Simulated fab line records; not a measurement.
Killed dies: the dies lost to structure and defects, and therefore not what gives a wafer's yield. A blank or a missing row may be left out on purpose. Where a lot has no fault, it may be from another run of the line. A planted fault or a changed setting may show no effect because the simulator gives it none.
Lot-split experiment	flow rit cmos	23 wafers read from 5 lots, route of 202 steps

## THE SPLIT
At RIT_ACTIVE_COAT_06 (resist thk 1000 nm), the setting resist thk nm was moved away from the recipe's 1000 nm on 9 of the 23 wafers read, by -3.0% to +4.3%. All remaining wafers had this setting at the recipe value.

Reading taken at the split's own step.

## THE READING
NOVOLAK_of_ACTIVE_COAT_06.thk nm (the simulator's own value, which no gauge read), in nm, at RIT_ACTIVE_COAT_06 (resist thk 1000 nm). No usual value for it is given in the file. Here, 14 wafers ran the recipe; their average is 1000.3 nm with a standard deviation of 4.1 nm.

wafer	tool, chamber at the split	resist thk nm as run, nm	against the recipe	NOVOLAK_of_ACTIVE_COAT_06.thk nm, nm	against lot-mates on the recipe
L075.1	litho track-04, 0	1000	recipe	1004	-
L075.5	litho track-04, 0	1000	recipe	1004	-
L075.2	litho track-04, 0	976.9	-2.3%	979.2	-25.1
L075.4	litho track-04, 0	976.9	-2.3%	981.6	-22.7
L075.6	litho track-04, 0	1000	recipe	1005	-
L076.2	litho track-03, 0	1000	recipe	1004	-
L076.3	litho track-03, 0	1000	recipe	1006	-
L076.4	litho track-03, 0	1022	+2.2%	1025	+20.0
L076.5	litho track-03, 0	1022	+2.2%	1025	+20.0
L076.6	litho track-03, 0	1022	+2.2%	1030	+25.0
L080.1	litho track-04, 0	1000	recipe	998	-
L080.2	litho track-04, 0	1000	recipe	996	-
L080.3	litho track-04, 0	969.8	-3.0%	967.3	-29.5
L080.4	litho track-04, 0	969.8	-3.0%	965.7	-31.1
L080.5	litho track-04, 0	1000	recipe	996.3	-
L082.1	litho track-04, 0	1000	recipe	993.6	-
L082.3	litho track-04, 0	1000	recipe	996.1	-
L082.6	litho track-04, 0	1000	recipe	994.8	-
L084.1	litho track-04, 0	1000	recipe	1002	-
L084.2	litho track-04, 0	1043	+4.3%	1045	+43.0
L084.3	litho track-04, 0	1043	+4.3%	1044	+42.0
L084.5	litho track-04, 0	1000	recipe	1001	-
L084.6	litho track-04, 0	1000	recipe	1003	-

FIT RESULTS
A straight line over all 23 wafers: NOVOLAK_of_ACTIVE_COAT_06.thk nm changes by +10.5 nm for each +1% of resist thk nm; r = +0.98; the points scatter about the line by 4 nm.
The same after taking each lot's own level away (the mean of its wafers on the recipe; 23 wafers): +9.98 nm for each +1%; r = +1.00; scatter 1.3 nm.
Per that fit: largest resist thk nm move, reading shift of 43 nm.
The span of the lots' own levels, 994.83 to 1005.00 nm, comes to 2.5 times the standard deviation stated above.
Consequently the slope shifts little with the lot-to-lot level, the two slopes agreeing.
Check: for one of the wafers moved furthest among these (+4.3%), held out of the fit, the line's prediction against its lot-mates is +42.7 nm. It came out at +43 nm against them.

## THE FILE'S OWN FIT
NOVOLAK_of_ACTIVE_COAT_06.thk nm changes by +10 nm for each +1% of resist thk nm, r = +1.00.
